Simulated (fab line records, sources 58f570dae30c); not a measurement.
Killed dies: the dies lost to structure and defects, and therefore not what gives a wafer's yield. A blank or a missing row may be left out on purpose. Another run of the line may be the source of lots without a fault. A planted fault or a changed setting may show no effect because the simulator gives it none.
The tool behind it: which one? / flow berkeley-cmos170 / 42 wafers from 14 lots sampled at 4 of the route's 331 steps

WHAT EACH GAUGE READ, for each wafer
UCB170_SDANNEAL_RS_MEAS_02: the measuring method here is four-point-probe. Usual: PSD_RS 75.47 ohm/sq, standard deviation 0.29.
lot=L263; measured=day 8 08:15; on=film-metro-02; PSD_RS (ohm/sq)=75.37 75.78 75.16; flag=
lot=L262; measured=day 8 08:59; on=film-metro-04; PSD_RS (ohm/sq)=75.35 75.19 75.08; flag=
lot=L264; measured=day 8 21:20; on=film-metro-02; PSD_RS (ohm/sq)=75.55 75.56 75.62; flag=
lot=L265; measured=day 8 21:49; on=film-metro-01; PSD_RS (ohm/sq)=75.74 75.56 75.69; flag=
lot=L268; measured=day 9 11:58; on=film-metro-01; PSD_RS (ohm/sq)=75.90 75.78 75.61; flag=
lot=L266; measured=day 9 14:36; on=film-metro-02; PSD_RS (ohm/sq)=74.96 75.05 75.10; flag=
lot=L267; measured=day 9 14:36; on=film-metro-04; PSD_RS (ohm/sq)=75.52 75.29 75.51; flag=
lot=L269; measured=day 9 14:44; on=film-metro-01; PSD_RS (ohm/sq)=76.31 75.78 75.66; flag=
lot=L274; measured=day 11 09:07; on=film-metro-04; PSD_RS (ohm/sq)=75.48 75.37 75.12; flag=
lot=L278; measured=day 12 06:29; on=film-metro-02; PSD_RS (ohm/sq)=105.48 104.94 105.28; flag=OFF
lot=L277; measured=day 12 06:56; on=film-metro-01; PSD_RS (ohm/sq)=105.50 105.41 105.43; flag=OFF
lot=L281; measured=day 12 08:44; on=film-metro-01; PSD_RS (ohm/sq)=75.48 75.44 75.62; flag=
lot=L282; measured=day 13 23:58; on=film-metro-02; PSD_RS (ohm/sq)=75.79 75.90 76.08; flag=
lot=L284; measured=day 14 08:34; on=film-metro-02; PSD_RS (ohm/sq)=75.62 75.58 75.48; flag=

UCB170_SDANNEAL_RS_MEAS_03: the measuring method here is four-point-probe. Usual: NSD_RS 37.26 ohm/sq, standard deviation 0.091.
lot=L263; measured=day 8 08:22; on=film-metro-02; NSD_RS (ohm/sq)=37.27 37.31 37.29; flag=
lot=L262; measured=day 8 09:06; on=film-metro-04; NSD_RS (ohm/sq)=37.27 37.24 37.35; flag=
lot=L264; measured=day 8 21:28; on=film-metro-02; NSD_RS (ohm/sq)=37.35 37.29 37.28; flag=
lot=L265; measured=day 8 21:56; on=film-metro-01; NSD_RS (ohm/sq)=37.47 37.48 37.30; flag=
lot=L268; measured=day 9 12:05; on=film-metro-01; NSD_RS (ohm/sq)=37.21 37.29 37.25; flag=
lot=L266; measured=day 9 14:43; on=film-metro-02; NSD_RS (ohm/sq)=37.14 37.24 37.10; flag=
lot=L267; measured=day 9 14:43; on=film-metro-04; NSD_RS (ohm/sq)=37.25 37.32 37.26; flag=
lot=L269; measured=day 9 14:51; on=film-metro-01; NSD_RS (ohm/sq)=37.43 37.39 37.43; flag=
lot=L274; measured=day 11 09:14; on=film-metro-04; NSD_RS (ohm/sq)=37.22 37.30 37.20; flag=
lot=L278; measured=day 12 06:36; on=film-metro-02; NSD_RS (ohm/sq)=40.67 40.57 40.60; flag=OFF
lot=L277; measured=day 12 07:04; on=film-metro-01; NSD_RS (ohm/sq)=40.57 40.60 40.66; flag=OFF
lot=L281; measured=day 12 08:52; on=film-metro-01; NSD_RS (ohm/sq)=37.31 37.33 37.29; flag=
lot=L282; measured=day 14 00:05; on=film-metro-02; NSD_RS (ohm/sq)=37.31 37.33 37.36; flag=
lot=L284; measured=day 14 08:41; on=film-metro-02; NSD_RS (ohm/sq)=37.19 37.14 37.11; flag=

UCB170_SDANNEAL_RS_MEAS_04: the measuring method here is four-point-probe. Usual: PLDD_RS 1031.0 ohm/sq, standard deviation 2.8.
lot=L263; measured=day 8 08:29; on=film-metro-02; PLDD_RS (ohm/sq)=1031.5 1037.2 1033.6; flag=
lot=L262; measured=day 8 09:13; on=film-metro-04; PLDD_RS (ohm/sq)=1030.8 1033.8 1030.0; flag=
lot=L264; measured=day 8 21:35; on=film-metro-02; PLDD_RS (ohm/sq)=1030.9 1031.9 1030.9; flag=
lot=L265; measured=day 8 22:04; on=film-metro-01; PLDD_RS (ohm/sq)=1034.4 1035.5 1037.8; flag=
lot=L268; measured=day 9 12:13; on=film-metro-01; PLDD_RS (ohm/sq)=1029.8 1024.9 1025.3; flag=
lot=L266; measured=day 9 14:50; on=film-metro-02; PLDD_RS (ohm/sq)=1031.0 1029.0 1031.3; flag=
lot=L267; measured=day 9 14:50; on=film-metro-04; PLDD_RS (ohm/sq)=1031.1 1028.9 1031.8; flag=
lot=L269; measured=day 9 14:58; on=film-metro-01; PLDD_RS (ohm/sq)=1030.4 1031.8 1033.3; flag=
lot=L274; measured=day 11 09:22; on=film-metro-04; PLDD_RS (ohm/sq)=1031.1 1030.1 1029.2; flag=
lot=L278; measured=day 12 06:43; on=film-metro-02; PLDD_RS (ohm/sq)=1053.9 1052.3 1051.1; flag=OFF
lot=L277; measured=day 12 07:11; on=film-metro-01; PLDD_RS (ohm/sq)=1048.5 1045.1 1048.2; flag=OFF
lot=L281; measured=day 12 08:59; on=film-metro-01; PLDD_RS (ohm/sq)=1027.7 1029.6 1029.8; flag=
lot=L282; measured=day 14 00:12; on=film-metro-02; PLDD_RS (ohm/sq)=1033.0 1033.3 1032.3; flag=
lot=L284; measured=day 14 08:48; on=film-metro-02; PLDD_RS (ohm/sq)=1029.1 1030.6 1032.1; flag=

WHAT TOOL EACH LOT RAN ON (gives the tool, then ch and the chambers of the sampled wafers, and finally the start)
lot=L263; UCB170_SDANNEAL_RTA_01=rtp-anneal-02 ch 0, day 8 08:11
lot=L262; UCB170_SDANNEAL_RTA_01=rtp-anneal-01 ch 0, day 8 08:55
lot=L264; UCB170_SDANNEAL_RTA_01=rtp-anneal-02 ch 0, day 8 21:16
lot=L265; UCB170_SDANNEAL_RTA_01=rtp-anneal-01 ch 0, day 8 21:46
lot=L268; UCB170_SDANNEAL_RTA_01=rtp-anneal-02 ch 0, day 9 11:55
lot=L266; UCB170_SDANNEAL_RTA_01=rtp-anneal-01 ch 0, day 9 14:32
lot=L267; UCB170_SDANNEAL_RTA_01=rtp-anneal-02 ch 0, day 9 14:32
lot=L269; UCB170_SDANNEAL_RTA_01=rtp-anneal-02 ch 0, day 9 14:40
lot=L274; UCB170_SDANNEAL_RTA_01=rtp-anneal-02 ch 0, day 11 09:02
lot=L278; UCB170_SDANNEAL_RTA_01=rtp-anneal-01 ch 0, day 12 06:25
lot=L277; UCB170_SDANNEAL_RTA_01=rtp-anneal-01 ch 0, day 12 06:52
lot=L281; UCB170_SDANNEAL_RTA_01=rtp-anneal-02 ch 0, day 12 08:41
lot=L282; UCB170_SDANNEAL_RTA_01=rtp-anneal-02 ch 0, day 13 23:54
lot=L284; UCB170_SDANNEAL_RTA_01=rtp-anneal-02 ch 0, day 14 08:30
- UCB170_SDANNEAL_RTA_01: time 5 s.

WHAT THE TOOLS THEMSELVES READ (means of the sampled wafers that have a number; where no wafer has one, the mark that the record gives instead)
UCB170_SDANNEAL_RTA_01. Usual: lamp-power-pct 38.9 %, standard deviation 2.7; wafer_temp_C_max 1053.9, standard deviation 1.1.
lot=L263; tool=rtp-anneal-02; lamp-power-pct (%)=36.6; wafer_temp_C_max=1052.5; flag=
lot=L262; tool=rtp-anneal-01; lamp-power-pct (%)=42.0; wafer_temp_C_max=1054.9; flag=
lot=L264; tool=rtp-anneal-02; lamp-power-pct (%)=36.6; wafer_temp_C_max=1053.1; flag=
lot=L265; tool=rtp-anneal-01; lamp-power-pct (%)=42.1; wafer_temp_C_max=1055.1; flag=
lot=L268; tool=rtp-anneal-02; lamp-power-pct (%)=36.6; wafer_temp_C_max=1053.8; flag=
lot=L266; tool=rtp-anneal-01; lamp-power-pct (%)=42.0; wafer_temp_C_max=1054.1; flag=
lot=L267; tool=rtp-anneal-02; lamp-power-pct (%)=36.6; wafer_temp_C_max=1052.8; flag=
lot=L269; tool=rtp-anneal-02; lamp-power-pct (%)=36.6; wafer_temp_C_max=1053.5; flag=
lot=L274; tool=rtp-anneal-02; lamp-power-pct (%)=36.6; wafer_temp_C_max=1053.1; flag=
lot=L278; tool=rtp-anneal-01; lamp-power-pct (%)=42.1; wafer_temp_C_max=1055.0; flag=
lot=L277; tool=rtp-anneal-01; lamp-power-pct (%)=42.1; wafer_temp_C_max=1054.3; flag=
lot=L281; tool=rtp-anneal-02; lamp-power-pct (%)=36.6; wafer_temp_C_max=1052.7; flag=
lot=L282; tool=rtp-anneal-02; lamp-power-pct (%)=36.6; wafer_temp_C_max=1053.3; flag=
lot=L284; tool=rtp-anneal-02; lamp-power-pct (%)=36.6; wafer_temp_C_max=1053.9; flag=

THE ANSWER, worked out from the rows above alone
Rule: take the mean of a lot's wafers that have a number; if it is more than 3 standard deviations from the usual mean, the lot is off. Also off: a lot with no number at a reading for which 4 or more lots have one. All remaining lots with rows at the step are treated as sound. The gauges are gone through in route order, then the tools' own readings, and for those a lot's mean is taken as printed above. At the first step where some lot is off, the reading lying furthest off is the one used; lots without a number count as furthest.
Off: L278, L277, at UCB170_SDANNEAL_RS_MEAS_02 (PSD_RS).
If a tool, at a process step before that reading, ran all the lots that are off and no sound lot after the first of them, it fits. Gauges at UCB170_SDANNEAL_RS_MEAS_02: tried the same way as those tools. One fits: rtp-anneal-01 at UCB170_SDANNEAL_RTA_01. Its last sound lot is L266 (day 9 14:32), its first lot that is off L278 (day 12 06:25): a fault that began between those two fits.

WHAT WAS PUT IN BY THE SIMULATOR
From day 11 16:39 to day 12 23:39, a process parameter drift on rtp-anneal-01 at UCB170_SDANNEAL_RTA_01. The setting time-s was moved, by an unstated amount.
Shown lots that were struck: L278, L277. This agrees with what the rule above found.
